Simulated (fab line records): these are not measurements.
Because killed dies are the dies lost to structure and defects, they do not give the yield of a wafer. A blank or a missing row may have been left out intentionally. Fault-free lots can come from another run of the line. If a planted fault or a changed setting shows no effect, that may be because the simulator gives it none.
Struck lot and sound lot, side by side | flow berkeleyCmos170 | 17 steps out of a route of 331
Sound: the wafers L566.3, L566.5, L566.6. The struck wafers were L571.1, L571.2, L571.6. At the end, the cause is stated.
Per side, at each step with rows, come the tool, then ch with its chambers, and then its first start. Under that, the readings that differ: sound wafers | struck wafers | difference of the means | sigmas: that difference in standard deviations of wafers without a fault.
alike: a reading whose means differ by less than 2 such deviations, as well as words and numbers matching on both sides. not compared: withheld readings; readings where some wafer has no value; bounds like >300 that might hide an equal value; numbers whose values overlap and for which the record gives no deviation.
Wherever a step has rows on one side only, a row that says differs or no value, or a row with sigmas, the two part there. Numbers that have no deviation but don't overlap get no sigmas and don't part them. A reading missing from all wafers of one side parts the sides only when that side holds two or more wafers.

first, 1 step without rows for these wafers: UCB170_M3_SOFTBAKE_06 (time 60 s).
UCB170_M3_STRIP_07: strips in O2.
  sound on plasmaAsher-02 ch 0,1, day 9 03:29; struck on plasmaAsher-04 ch 0,1, day 10 11:27
  alike: drypumpMotorCurrentA, oesProductAu, stripTimeToEndpointS
  not compared: rfHoursCounterH
then, 7 steps without rows for these wafers: UCB170_M3_STRIP_08 (strips KrF in DMSO, time 600 s); UCB170_M3_COAT_09; UCB170_M3_COAT_10 (resist thk 900 nm); UCB170_M3_SOFTBAKE_11 (time 60 s); UCB170_M3_EXPOSE_12 (exposes mask METAL3, target cd 700 nm); UCB170_M3_PEB_13; UCB170_M3_DEVELOP_14 (develop time 45 s).
UCB170_M3_CD_MEAS_15 targets a cd of 700 nm.
  sound on cdSem-01 at day 9 05:31; struck on cdSem-02 at day 10 12:52
  alike: cdNm
UCB170_M3_OVL_MEAS_16:
  sound on overlay-01 at day 9 05:37; struck on overlay-01 at day 10 12:59
  alike: M3_OVL
UCB170_M3_ETCH_17: etches BARC in N2/H2.
  sound on rieDiel-04 ch 0,2, day 9 05:38; struck on rieDiel-02 ch 0,2, day 10 13:01
reading                      | sound                | struck               | difference | sigmas
chamberPressureMTorr (mTorr) | 29.975 29.982 29.962 | 29.999 30.040 30.042 | +0.054     | +2
drypumpMotorCurrentA (A)     | 5.8 6.3 5.8          | 4.9 5.0 5.1          | -1.0       | -2
  alike: biasW, oesProductAu, throttleValvePct
UCB170_M3_METAL_ETCH_18: etches Al in Cl2/BCl3, stops on SiO2, target depth 1170 nm, time 195 s.
  sound on rieMetal-03 ch 0,1, day 9 05:44; struck on rieMetal-02 ch 0,1, day 10 13:04
  no value came back on the struck wafers for any of 5 readings (bcl3FlowSccm (sccm), biasW (W) and others); on the sound wafers bcl3FlowSccm (sccm) reads 44.97 45.18 45.05
reading                            | sound           | struck            | difference | sigmas
model.KrF_of_M3_COAT_10.thkNm (nm) | 203.8 212 205.2 | 883.1 882.5 883   | +675.9     | 
model.SiO2_of_V2_CVD_00.thkNm (nm) | 938 938.6 937.8 | 996.5 995.9 994.9 | +57.6      | 
  not compared: rfHoursCounterH, model.M3.cdNm
UCB170_M3_STRIP_19: strips in O2.
  sound on plasmaAsher-01 ch 0,1, day 9 05:53; struck on plasmaAsher-02 ch 0,1, day 10 13:15
reading             | sound             | struck            | difference | sigmas
oesProductAu (a.u.) | 0.543 0.543 0.526 | 0.730 0.726 0.723 | +0.189     | +10
  alike: drypumpMotorCurrentA
  not compared: rfHoursCounterH
UCB170_M3_CD_MEAS_90 targets a cd of 700 nm.
  sound on cdSem-02 at day 9 06:00; struck on cdSem-01 at day 10 13:21
reading   | sound       | struck | difference                    | sigmas
cdNm (nm) | 696 701 694 | - - -  | no value on the struck wafers | 
UCB170_M3_BOW_MEAS_20:
  sound on filmMetro-03 at day 9 06:07; struck on filmMetro-02 at day 10 13:28
reading     | sound    | struck   | difference | sigmas
M3_BOW (um) | 33 26 33 | 52 47 41 | +16        | +2
UCB170_M3_PROBE_99:
  sound on prober-02 at day 9 06:18; struck on prober-02 at day 10 13:35
reading                         | sound | struck | difference | sigmas
model.etest.antennaM2.short     | 0 0 0 | 1      | +1         | 
model.etest.antennaM3.overLimit | 0 0 0 | 1      | +1         | 
model.etest.antennaM2.overLimit | 0 0 0 | 1      | +1         | 
model.etest.antennaM3.short     | 0 0 0 | 1      | +1         | 

== WHERE THEY PART ==
Last at UCB170_M3_BOW_MEAS_20 as far as this record goes, first at UCB170_M3_ETCH_17.

WHY: whatever the simulator had introduced
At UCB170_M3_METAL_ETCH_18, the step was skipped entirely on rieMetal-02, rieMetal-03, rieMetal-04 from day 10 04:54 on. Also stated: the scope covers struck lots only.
